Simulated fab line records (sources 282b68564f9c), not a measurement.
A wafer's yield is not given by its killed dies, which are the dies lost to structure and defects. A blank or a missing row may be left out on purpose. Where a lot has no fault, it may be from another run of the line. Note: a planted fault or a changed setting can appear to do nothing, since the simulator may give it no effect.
fab line records ; flow rit_cmos ; part 1 of 2: steps 1 to 36 of 48
record lots=5; wafers=15; last_day=6
route steps=202 shown SPACER@126 NSD@131 PSD@142 SDANNEAL@153 PLDD@159 NLDD@160 SILICIDE@161 CONTACT@168
lots with no fault: from the same line, run without faults
start_h: start of the lot's first displayed wafer, in hours after the record's first day ; wait_h: hours since the lot's step before ; " same as the row above ; L1.1+2: several wafers, shown together as one row ; - no value, or no start was given ; * or withheld: withheld ; < > ~ a bound
route shown NAME@n: NAME is a module with steps in the file, n the number in the route of the first one ; usual: the fault-free wafers' mean and standard deviation ; same: alike in all rows ; chamber/n: place in a boat ; sites: each site's reading ; _std_site: the standard deviation of these ; _edge_site: mean of outer sites minus mean of inner sites ; radius_mm: how far each site lies from the wafer's centre ; mask NAME#n: copy n ; behind: the tool/chamber that last shaped the wafer ; hold: the reason the lot was held/the length of the hold in hours/how it ended ; device: which transistor (n, p or np) failed to switch ; end of line: the same wafers' tests at the end of the route ; for a step that has no rows: nothing shown but its recipe ; killed: at the first sort, the dies lost to defects and structure; wafer yield is something else ; map: a wafer's dies, marking killed ones x, the rest . and places with no die _
set.NAME: the run value of the setting; set.NAME@STEP: its run value at that earlier step ; model.NAME: the simulator's own value behind a step, which no gauge read
certain route steps with their lots: each step a table, each wafer a row
services: from which hour (start_h, from the record's first day; less than 0 if before it) a tool's chamber was out of use, for how many hours, and why
## steps
# step RIT_SPACER_CLEAN_01
# recipe chemistry=dHF; dilution=50:1; time_s=30
lot.wafer;tool;chamber;start_h;wait_h
L078.2+3+4;wet_bench-03;1;66.72;0.0
L079.2+4+5;wet_bench-01;0;70.21;0.0
L084.1+3+5;wet_bench-01;1;99.06;0.0
L090.1+3+4;wet_bench-03;2;129.03;0.0
L091.1+3+5;wet_bench-01;1;131.58;0.0
# step RIT_SPACER_CLEAN_02
# recipe chemistry=SC2; mix=3:3:50; time_s=600; temp_c=75; dry=n2_spin
lot.wafer;tool;chamber;start_h;wait_h
L078.2+3+4;wet_bench-04;1;66.74;0.0
L079.2+4+5;wet_bench-03;2;70.23;0.0
L084.1+3+5;wet_bench-04;1;99.07;0.0
L090.1+3+4;wet_bench-01;2;129.05;0.0
L091.1+3+5;wet_bench-04;2;131.60;0.0
# step RIT_SPACER_CVD_03
# recipe material=Si3N4; target_thk_nm=250; temp_c=810; precursor=SiH2Cl2/NH3; time_s=3300; pressure_mtorr=300; sih2cl2_flow_sccm=60; nh3_flow_sccm=150
lot.wafer;tool;chamber;start_h;wait_h
L078.2+3+4;lpcvd-02;1;66.95;0.0
L079.2+4+5;lpcvd-01;0;70.73;0.3
L084.1+3+5;lpcvd-01;0;99.25;0.0
L090.1+3+4;lpcvd-01;1;130.21;1.0
L091.1+3+5;lpcvd-01;0;132.13;0.4
# step RIT_SPACER_THK_MEAS_04
# recipe reads=Si3N4_of_SPACER_CVD_03
# usual SPACER_NITRIDE_THK=250.1/2.4
lot.wafer;tool;chamber;start_h;wait_h;SPACER_NITRIDE_THK[nm]
L078.2;film_metro-04;-;69.83;0.0;254.9
L078.3;film_metro-04;-;69.83;0.0;250.8
L078.4;film_metro-04;-;69.83;0.0;250.5
L079.2;film_metro-03;-;72.65;0.0;250.2
L079.4;film_metro-03;-;72.65;0.0;248.2
L079.5;film_metro-03;-;72.65;0.0;250.5
L084.1;film_metro-03;-;101.17;0.0;249.1
L084.3;film_metro-03;-;101.17;0.0;250.0
L084.5;film_metro-03;-;101.17;0.0;248.6
L090.1;film_metro-03;-;132.13;0.0;252.7
L090.3;film_metro-03;-;132.13;0.0;252.5
L090.4;film_metro-03;-;132.13;0.0;250.9
L091.1;film_metro-01;-;134.05;0.0;251.8
L091.3;film_metro-01;-;134.05;0.0;252.0
L091.5;film_metro-01;-;134.05;0.0;250.3
# step RIT_SPACER_ETCHBACK_05
# recipe target_depth_a=2500; SF6_flow_sccm=30; CHF3_flow_sccm=30; target=Si3N4; chemistry=SF6/CHF3; pressure_mtorr=40; rf_w=250; time_s=240; stop_on=SiO2
# usual drypump_motor_current_A=5.41/0.29; oes_product_au=0.847/0.012; throttle_valve_pct=10.23/0.14
lot.wafer;tool;chamber;start_h;wait_h;drypump_motor_current_A;oes_product_au;rf_hours_counter_h;throttle_valve_pct
L078.2;rie_diel-01;2;69.88;0.0;5.50;0.841;98;10.22
L078.3;rie_diel-01;3;69.88;0.0;5.27;0.845;0;10.46
L078.4;rie_diel-01;1;69.88;0.0;5.24;0.831;54;10.08
L079.2;rie_diel-02;0;72.70;0.0;5.55;0.859;133;10.07
L079.4;rie_diel-02;2;72.70;0.0;4.96;0.837;8;10.35
L079.5;rie_diel-02;2;72.70;0.0;4.95;0.847;-;10.35
L084.1;rie_diel-03;3;101.23;0.1;4.96;0.863;114;10.24
L084.3;rie_diel-03;2;101.23;0.1;5.54;0.851;28;10.59
L084.5;rie_diel-03;1;101.23;0.1;5.70;0.862;-;10.36
L090.1;rie_diel-01;0;132.19;0.1;6.04;0.853;1;10.23
L090.3;rie_diel-01;1;132.19;0.1;5.22;0.834;55;10.05
L090.4;rie_diel-01;3;132.19;0.1;5.26;0.847;1;10.45
L091.1;rie_diel-02;0;134.11;0.1;5.62;0.861;134;10.07
L091.3;rie_diel-02;2;134.11;0.1;4.94;0.851;10;10.35
L091.5;rie_diel-02;1;134.11;0.1;5.57;0.842;-;10.19
# step RIT_NSD_HMDS_00
# recipe prime_time_s=60; prime_temp_c=140
lot.wafer;tool;chamber;start_h;wait_h
L078.2+3+4;litho_track-01;0;70.15;0.2
L079.2+4+5;litho_track-04;0;72.88;0.1
L084.1+3+5;litho_track-01;0;101.38;0.1
L090.1+3+4;litho_track-02;0;132.34;0.1
L091.1+3+5;litho_track-02;0;134.26;0.1
# step RIT_NSD_COAT_01
# recipe resist=NOVOLAK; spin_rpm=3250; resist_thk_nm=1000
lot.wafer;tool;chamber;start_h;wait_h
L078.2+3+4;litho_track-01;0;70.30;0.1
L079.2+4+5;litho_track-04;0;73.03;0.1
L084.1+3+5;litho_track-01;0;101.53;0.1
L090.1+3+4;litho_track-02;0;132.49;0.1
L091.1+3+5;litho_track-02;0;134.41;0.1
# step RIT_NSD_SOFTBAKE_02
# recipe resist=NOVOLAK; temp_c=90; time_s=60
lot.wafer;tool;chamber;start_h;wait_h
L078.2+3+4;litho_track-01;0;70.45;0.1
L079.2+4+5;litho_track-04;0;73.18;0.1
L084.1+3+5;litho_track-01;0;101.68;0.1
L090.1+3+4;litho_track-02;0;132.64;0.1
L091.1+3+5;litho_track-02;0;134.56;0.1
# step RIT_NSD_EXPOSE_03
# recipe mask_id=M9; na=0.57; target_cd_nm=40700; dose_mj=250
lot.wafer;tool;chamber;start_h;wait_h;mask
L078.2+3+4;iline_stepper-02;0;70.59;0.1;M9#0
L079.2+4+5;iline_stepper-02;0;73.33;0.1;M9#0
L084.1+3+5;iline_stepper-02;0;101.83;0.1;M9#0
L090.1+3+4;iline_stepper-01;0;132.92;0.2;M9#0
L091.1+3+5;iline_stepper-01;0;134.71;0.1;M9#0
# step RIT_NSD_PEB_04
# recipe resist=NOVOLAK; temp_c=withheld; time_s=withheld
lot.wafer;tool;chamber;start_h;wait_h
L078.2+3+4;litho_track-01;0;70.71;0.1
L079.2+4+5;litho_track-04;0;73.45;0.1
L084.1+3+5;litho_track-04;0;101.94;0.1
L090.1+3+4;litho_track-01;0;133.03;0.1
L091.1+3+5;litho_track-04;0;134.82;0.1
# step RIT_NSD_DEVELOP_05
# recipe resist=NOVOLAK; develop_time_s=50; dev_temp_c=21.99
lot.wafer;tool;chamber;start_h;wait_h
L078.2+3+4;litho_track-01;0;-;-
L079.2+4+5;litho_track-04;0;-;-
L084.1+3+5;litho_track-04;0;-;-
L090.1+3+4;litho_track-01;0;-;-
L091.1+3+5;litho_track-04;0;-;-
# step RIT_NSD_OVL_MEAS_06
# usual NSD_OVL=0.5/1.5
lot.wafer;tool;chamber;start_h;wait_h;NSD_OVL[nm]
L078.2;overlay-02;-;70.98;-;-0.1
L078.3;overlay-02;-;70.98;-;0.6
L078.4;overlay-02;-;70.98;-;1.2
L079.2;overlay-01;-;73.71;-;0.1
L079.4;overlay-01;-;73.71;-;1.4
L079.5;overlay-01;-;73.71;-;0.0
L084.1;overlay-01;-;102.23;-;-0.7
L084.3;overlay-01;-;102.23;-;-1.6
L084.5;overlay-01;-;102.23;-;-1.0
L090.1;overlay-01;-;133.32;-;-0.5
L090.3;overlay-01;-;133.32;-;-0.8
L090.4;overlay-01;-;133.32;-;0.8
L091.1;overlay-01;-;135.11;-;0.7
L091.3;overlay-01;-;135.11;-;1.6
L091.5;overlay-01;-;135.11;-;-0.8
# step RIT_NSD_HARDBAKE_07
# recipe resist=NOVOLAK; temp_c=140; time_s=60
lot.wafer;tool;chamber;start_h;wait_h
L078.2+3+4;litho_track-02;0;71.13;0.1
L079.2+4+5;litho_track-01;0;73.77;0.0
L084.1+3+5;litho_track-04;0;102.26;0.0
L090.1+3+4;litho_track-02;0;133.35;0.0
L091.1+3+5;litho_track-01;0;135.15;0.0
# step RIT_NSD_IMPLANT_08
# recipe species=P; energy_kev=25.35; dose_cm2=1e+15; tilt_deg=7
lot.wafer;tool;chamber;start_h;wait_h
L078.2+3+4;implanter-01;0;71.28;0.1
L079.2+4+5;implanter-01;0;73.92;0.1
L084.1+3+5;implanter-01;0;102.41;0.1
L090.1+3+4;implanter-04;0;133.50;0.1
L091.1+3+5;implanter-01;0;135.30;0.1
# step RIT_NSD_STRIP_09
# recipe chemistry=O2; time_s=180; resist=NOVOLAK; platen_temp_c=withheld; power_w=500; pressure_mtorr=4000; o2_flow_sccm=4000
# usual drypump_motor_current_A=5.5/0.43
lot.wafer;tool;chamber;start_h;wait_h;drypump_motor_current_A;rf_hours_counter_h
L078.2;plasma_asher-01;1;71.41;0.1;5.4;42
L078.3;plasma_asher-01;1;71.41;0.1;5.4;-
L078.4;plasma_asher-01;0;71.41;0.1;4.9;-
L079.2;plasma_asher-02;1;74.04;0.1;6.1;42
L079.4;plasma_asher-02;0;74.04;0.1;5.3;-
L079.5;plasma_asher-02;1;74.04;0.1;6.1;-
L084.1;plasma_asher-02;1;102.56;0.1;6.1;44
L084.3;plasma_asher-02;0;102.56;0.1;5.3;-
L084.5;plasma_asher-02;1;102.56;0.1;6.2;-
L090.1;plasma_asher-03;0;133.65;0.1;5.5;49
L090.3;plasma_asher-03;1;133.65;0.1;6.0;-
L090.4;plasma_asher-03;0;133.65;0.1;5.5;-
L091.1;plasma_asher-01;1;135.45;0.1;5.4;49
L091.3;plasma_asher-01;0;135.45;0.1;4.9;-
L091.5;plasma_asher-01;0;135.45;0.1;4.9;-
# step RIT_NSD_TW_MEAS_10
# usual NSD_TW=3134/39
lot.wafer;tool;chamber;start_h;wait_h;NSD_TW
L078.2;film_metro-04;-;71.59;0.1;3174
L078.3;film_metro-04;-;71.59;0.1;3164
L078.4;film_metro-04;-;71.59;0.1;3163
L079.2;film_metro-02;-;74.23;0.1;3076
L079.4;film_metro-02;-;74.23;0.1;3076
L079.5;film_metro-02;-;74.23;0.1;3089
L084.1;film_metro-04;-;102.74;0.1;3151
L084.3;film_metro-04;-;102.74;0.1;3131
L084.5;film_metro-04;-;102.74;0.1;3153
L090.1;film_metro-04;-;133.83;0.1;3144
L090.3;film_metro-04;-;133.83;0.1;3153
L090.4;film_metro-04;-;133.83;0.1;3144
L091.1;film_metro-03;-;135.62;0.1;3149
L091.3;film_metro-03;-;135.62;0.1;3153
L091.5;film_metro-03;-;135.62;0.1;3147
# step RIT_PSD_HMDS_00
# recipe prime_time_s=60; prime_temp_c=140
lot.wafer;tool;chamber;start_h;wait_h
L078.2+3+4;litho_track-04;0;71.67;0.1
L079.2+4+5;litho_track-04;0;74.30;0.1
L084.1+3+5;litho_track-04;0;102.80;0.1
L090.1+3+4;litho_track-04;0;133.89;0.1
L091.1+3+5;litho_track-04;0;135.75;0.1
# step RIT_PSD_COAT_01
# recipe resist=NOVOLAK; spin_rpm=3250; resist_thk_nm=1000
lot.wafer;tool;chamber;start_h;wait_h
L078.2+3+4;litho_track-04;0;71.82;0.1
L079.2+4+5;litho_track-04;0;74.45;0.1
L084.1+3+5;litho_track-04;0;102.95;0.1
L090.1+3+4;litho_track-04;0;134.04;0.1
L091.1+3+5;litho_track-04;0;135.90;0.1
# step RIT_PSD_SOFTBAKE_02
# recipe resist=NOVOLAK; temp_c=90; time_s=60
lot.wafer;tool;chamber;start_h;wait_h
L078.2+3+4;litho_track-04;0;71.97;0.1
L079.2+4+5;litho_track-04;0;74.60;0.1
L084.1+3+5;litho_track-04;0;103.10;0.1
L090.1+3+4;litho_track-04;0;134.19;0.1
L091.1+3+5;litho_track-04;0;136.05;0.1
# step RIT_PSD_EXPOSE_03
# recipe mask_id=M10; na=0.57; target_cd_nm=40900; dose_mj=250
lot.wafer;tool;chamber;start_h;wait_h;mask
L078.2+3+4;iline_stepper-02;0;72.28;0.3;M10#0
L079.2+4+5;iline_stepper-02;0;74.75;0.1;M10#0
L084.1+3+5;iline_stepper-02;0;103.25;0.1;M10#0
L090.1+3+4;iline_stepper-02;0;134.34;0.1;M10#0
L091.1+3+5;iline_stepper-02;0;136.20;0.1;M10#0
# step RIT_PSD_PEB_04
# recipe resist=NOVOLAK; temp_c=withheld; time_s=withheld
lot.wafer;tool;chamber;start_h;wait_h
L078.2+3+4;litho_track-03;0;72.44;0.1
L079.2+4+5;litho_track-04;0;74.87;0.1
L084.1+3+5;litho_track-03;0;103.44;0.2
L090.1+3+4;litho_track-01;0;134.68;0.3
L091.1+3+5;litho_track-04;0;136.32;0.1
# step RIT_PSD_DEVELOP_05
# recipe resist=NOVOLAK; develop_time_s=50; dev_temp_c=23
lot.wafer;tool;chamber;start_h;wait_h
L078.2+3+4;litho_track-03;0;-;-
L079.2+4+5;litho_track-04;0;-;-
L084.1+3+5;litho_track-03;0;-;-
L090.1+3+4;litho_track-01;0;-;-
L091.1+3+5;litho_track-04;0;-;-
# step RIT_PSD_OVL_MEAS_06
# usual PSD_OVL=-0.3/1.2
lot.wafer;tool;chamber;start_h;wait_h;PSD_OVL[nm]
L078.2;overlay-01;-;72.70;-;0.7
L078.3;overlay-01;-;72.70;-;-0.6
L078.4;overlay-01;-;72.70;-;0.8
L079.2;overlay-02;-;75.13;-;-0.9
L079.4;overlay-02;-;75.13;-;-0.5
L079.5;overlay-02;-;75.13;-;-1.8
L084.1;overlay-01;-;103.73;-;0.2
L084.3;overlay-01;-;103.73;-;-0.6
L084.5;overlay-01;-;103.73;-;-0.6
L090.1;overlay-01;-;134.96;-;0.5
L090.3;overlay-01;-;134.96;-;1.5
L090.4;overlay-01;-;134.96;-;-0.3
L091.1;overlay-01;-;136.60;-;-1.7
L091.3;overlay-01;-;136.60;-;-1.4
L091.5;overlay-01;-;136.60;-;-0.8
# step RIT_PSD_HARDBAKE_07
# recipe resist=NOVOLAK; temp_c=140; time_s=60
lot.wafer;tool;chamber;start_h;wait_h
L078.2+3+4;litho_track-03;0;72.76;0.0
L079.2+4+5;litho_track-04;0;75.19;0.0
L084.1+3+5;litho_track-04;0;103.76;0.0
L090.1+3+4;litho_track-01;0;135.00;0.0
L091.1+3+5;litho_track-04;0;136.64;0.0
# step RIT_PSD_IMPLANT_08
# recipe species=BF2; energy_kev=27; dose_cm2=5e+15; tilt_deg=7
lot.wafer;tool;chamber;start_h;wait_h
L078.2+3+4;implanter-04;0;72.91;0.1
L079.2+4+5;implanter-04;0;75.34;0.1
L084.1+3+5;implanter-04;0;103.91;0.1
L090.1+3+4;implanter-03;0;135.15;0.1
L091.1+3+5;implanter-01;0;136.79;0.1
# step RIT_PSD_STRIP_09
# recipe chemistry=O2; time_s=180; resist=NOVOLAK; platen_temp_c=withheld; power_w=500; pressure_mtorr=4000; o2_flow_sccm=4000
# usual drypump_motor_current_A=5.5/0.43
lot.wafer;tool;chamber;start_h;wait_h;drypump_motor_current_A;rf_hours_counter_h
L078.2;plasma_asher-02;0;73.03;0.1;5.3;41
L078.3;plasma_asher-02;1;73.03;0.1;6.1;-
L078.4;plasma_asher-02;0;73.03;0.1;5.3;-
L079.2;plasma_asher-01;1;75.46;0.1;5.4;43
L079.4;plasma_asher-01;0;75.46;0.1;4.9;-
L079.5;plasma_asher-01;1;75.46;0.1;5.4;-
L084.1;plasma_asher-02;1;104.06;0.1;6.1;44
L084.3;plasma_asher-02;1;104.06;0.1;6.1;-
L084.5;plasma_asher-02;0;104.06;0.1;5.3;-
L090.1;plasma_asher-02;1;135.30;0.1;6.2;2
L090.3;plasma_asher-02;0;135.30;0.1;5.3;-
L090.4;plasma_asher-02;1;135.30;0.1;6.2;-
L091.1;plasma_asher-01;0;136.94;0.1;4.9;50
L091.3;plasma_asher-01;1;136.94;0.1;5.4;-
L091.5;plasma_asher-01;1;136.94;0.1;5.4;-
# step RIT_PSD_TW_MEAS_10
# usual PSD_TW=3426/41
lot.wafer;tool;chamber;start_h;wait_h;PSD_TW
L078.2;film_metro-02;-;73.22;0.1;3370
L078.3;film_metro-02;-;73.22;0.1;3379
L078.4;film_metro-02;-;73.22;0.1;3369
L079.2;film_metro-04;-;75.65;0.1;3455
L079.4;film_metro-04;-;75.65;0.1;3486
L079.5;film_metro-04;-;75.65;0.1;3444
L084.1;film_metro-02;-;104.24;0.1;3410
L084.3;film_metro-02;-;104.24;0.1;3393
L084.5;film_metro-02;-;104.24;0.1;3395
L090.1;film_metro-02;-;135.47;0.1;3394
L090.3;film_metro-02;-;135.47;0.1;3401
L090.4;film_metro-02;-;135.47;0.1;3405
L091.1;film_metro-03;-;137.11;0.1;3453
L091.3;film_metro-03;-;137.11;0.1;3448
L091.5;film_metro-03;-;137.11;0.1;3447
# step RIT_SDANNEAL_CLEAN_00
# recipe chemistry=SC1; mix=3:3:50; time_s=600; temp_c=75
lot.wafer;tool;chamber;start_h;wait_h
L078.2+3+4;wet_bench-03;1;73.27;0.0
L079.2+4+5;wet_bench-04;0;75.70;0.0
L084.1+3+5;wet_bench-04;1;104.30;0.1
L090.1+3+4;wet_bench-02;2;135.53;0.1
L091.1+3+5;wet_bench-04;3;137.17;0.1
# step RIT_SDANNEAL_CLEAN_01
# recipe chemistry=dHF; dilution=50:1; time_s=30
lot.wafer;tool;chamber;start_h;wait_h
L078.2+3+4;wet_bench-04;2;73.44;0.0
L079.2+4+5;wet_bench-03;3;75.89;0.0
L084.1+3+5;wet_bench-03;1;104.47;0.0
L090.1+3+4;wet_bench-04;1;135.72;0.0
L091.1+3+5;wet_bench-03;2;137.35;0.0
# step RIT_SDANNEAL_CLEAN_02
# recipe chemistry=SC2; mix=3:3:50; time_s=600; temp_c=75; dry=n2_spin
lot.wafer;tool;chamber;start_h;wait_h
L078.2+3+4;wet_bench-02;3;73.46;0.0
L079.2+4+5;wet_bench-02;3;75.91;0.0
L084.1+3+5;wet_bench-02;1;104.49;0.0
L090.1+3+4;wet_bench-02;0;135.74;0.0
L091.1+3+5;wet_bench-02;3;137.37;0.0
# step RIT_SDANNEAL_RTA_03
# recipe temp_c=1050; time_s=5; idle_temp_c=600; ramp_up_c_per_s=342; ramp_down_c_per_s=171; cool_to_c=600; ambient=N2
# usual ramp_down_c_per_s=171.00/0.031; ramp_up_c_per_s=342.01/0.061; wafer_temp_C_max=1053.4/1.2
lot.wafer;tool;chamber;start_h;wait_h;ramp_down_c_per_s;ramp_up_c_per_s;wafer_temp_C_max
L078.2;rtp_anneal-02;0;73.65;0.0;171.00;342.01;1052.6
L078.3;rtp_anneal-02;0;73.65;0.0;171.00;341.95;1053.6
L078.4;rtp_anneal-02;0;73.65;0.0;171.04;341.94;1052.6
L079.2;rtp_anneal-01;0;76.09;0.0;170.99;342.00;1052.0
L079.4;rtp_anneal-01;0;76.09;0.0;170.97;342.15;1050.9
L079.5;rtp_anneal-01;0;76.09;0.0;171.01;342.06;1054.0
L084.1;rtp_anneal-02;0;104.66;0.0;170.96;341.99;1052.6
L084.3;rtp_anneal-02;0;104.66;0.0;171.04;342.05;1052.5
L084.5;rtp_anneal-02;0;104.66;0.0;170.97;342.00;1053.4
L090.1;rtp_anneal-02;0;135.93;0.0;171.04;341.94;1054.0
L090.3;rtp_anneal-02;0;135.93;0.0;171.00;342.09;1054.3
L090.4;rtp_anneal-02;0;135.93;0.0;170.99;342.04;1053.0
L091.1;rtp_anneal-01;0;137.56;0.0;171.03;342.04;1053.4
L091.3;rtp_anneal-01;0;137.56;0.0;170.96;342.04;1053.7
L091.5;rtp_anneal-01;0;137.56;0.0;171.04;342.01;1051.7
# step RIT_SDANNEAL_RS_MEAS_04
# recipe thk_meas_gauge=four-point-probe
# usual PSD_RS=115.97/0.27
lot.wafer;tool;chamber;start_h;wait_h;PSD_RS[ohm/sq]
L078.2;film_metro-04;-;73.71;0.1;116.24
L078.3;film_metro-04;-;73.71;0.1;115.98
L078.4;film_metro-04;-;73.71;0.1;115.87
L079.2;film_metro-03;-;76.16;0.1;116.12
L079.4;film_metro-03;-;76.16;0.1;116.16
L079.5;film_metro-03;-;76.16;0.1;115.98
L084.1;film_metro-03;-;104.72;0.0;115.52
L084.3;film_metro-03;-;104.72;0.0;115.38
L084.5;film_metro-03;-;104.72;0.0;115.66
L090.1;film_metro-04;-;135.99;0.0;116.32
L090.3;film_metro-04;-;135.99;0.0;115.71
L090.4;film_metro-04;-;135.99;0.0;115.93
L091.1;film_metro-02;-;137.61;0.0;116.21
L091.3;film_metro-02;-;137.61;0.0;116.07
L091.5;film_metro-02;-;137.61;0.0;116.19
# step RIT_SDANNEAL_RS_MEAS_05
# recipe thk_meas_gauge=four-point-probe
# usual NSD_RS=84.35/0.28
lot.wafer;tool;chamber;start_h;wait_h;NSD_RS[ohm/sq]
L078.2;film_metro-04;-;73.83;0.1;83.78
L078.3;film_metro-04;-;73.83;0.1;84.03
L078.4;film_metro-04;-;73.83;0.1;84.11
L079.2;film_metro-03;-;76.28;0.1;84.28
L079.4;film_metro-03;-;76.28;0.1;84.38
L079.5;film_metro-03;-;76.28;0.1;84.50
L084.1;film_metro-03;-;104.84;0.1;84.16
L084.3;film_metro-03;-;104.84;0.1;84.47
L084.5;film_metro-03;-;104.84;0.1;84.15
L090.1;film_metro-04;-;136.11;0.1;84.62
L090.3;film_metro-04;-;136.11;0.1;84.82
L090.4;film_metro-04;-;136.11;0.1;84.97
L091.1;film_metro-02;-;137.73;0.1;84.84
L091.3;film_metro-02;-;137.73;0.1;84.63
L091.5;film_metro-02;-;137.73;0.1;84.89
# step RIT_SDANNEAL_RS_MEAS_06
# recipe thk_meas_gauge=four-point-probe
# usual PLDD_RS=179.0/0.4
lot.wafer;tool;chamber;start_h;wait_h;PLDD_RS[ohm/sq]
L078.2;film_metro-04;-;73.95;0.1;179.5
L078.3;film_metro-04;-;73.95;0.1;179.3
L078.4;film_metro-04;-;73.95;0.1;178.5
L079.2;film_metro-03;-;76.40;0.1;178.8
L079.4;film_metro-03;-;76.40;0.1;179.3
L079.5;film_metro-03;-;76.40;0.1;179.1
L084.1;film_metro-03;-;104.96;0.1;178.9
L084.3;film_metro-03;-;104.96;0.1;178.6
L084.5;film_metro-03;-;104.96;0.1;178.3
L090.1;film_metro-04;-;136.23;0.1;179.1
L090.3;film_metro-04;-;136.23;0.1;179.2
L090.4;film_metro-04;-;136.23;0.1;179.7
L091.1;film_metro-02;-;137.85;0.1;179.6
L091.3;film_metro-02;-;137.85;0.1;179.8
L091.5;film_metro-02;-;137.85;0.1;179.6
# step RIT_SDANNEAL_RS_MEAS_07
# recipe thk_meas_gauge=four-point-probe
# usual NLDD_RS=151.6/0.54
lot.wafer;tool;chamber;start_h;wait_h;NLDD_RS[ohm/sq]
L078.2;film_metro-04;-;74.07;0.1;151.2
L078.3;film_metro-04;-;74.07;0.1;150.8
L078.4;film_metro-04;-;74.07;0.1;150.8
L079.2;film_metro-03;-;76.52;0.1;151.5
L079.4;film_metro-03;-;76.52;0.1;151.7
L079.5;film_metro-03;-;76.52;0.1;151.8
L084.1;film_metro-03;-;105.08;0.1;152.0
L084.3;film_metro-03;-;105.08;0.1;152.0
L084.5;film_metro-03;-;105.08;0.1;152.0
L090.1;film_metro-04;-;136.35;0.1;151.5
L090.3;film_metro-04;-;136.35;0.1;151.8
L090.4;film_metro-04;-;136.35;0.1;152.2
L091.1;film_metro-02;-;137.97;0.1;152.0
L091.3;film_metro-02;-;137.97;0.1;151.7
L091.5;film_metro-02;-;137.97;0.1;151.4
# step RIT_SILICIDE_WET_ETCH_00
# recipe chemistry=BOE; target=SiO2; target_depth_nm=14; time_s=15; dry=n2_spin; dilution=10:1; temp_c=21.5
lot.wafer;tool;chamber;start_h;wait_h
L078.2+3+4;wet_bench-04;1;74.17;0.1
L079.2+4+5;wet_bench-04;1;76.62;0.1
L084.1+3+5;wet_bench-04;3;105.20;0.1
L090.1+3+4;wet_bench-04;1;136.47;0.1
L091.1+3+5;wet_bench-04;3;138.09;0.1
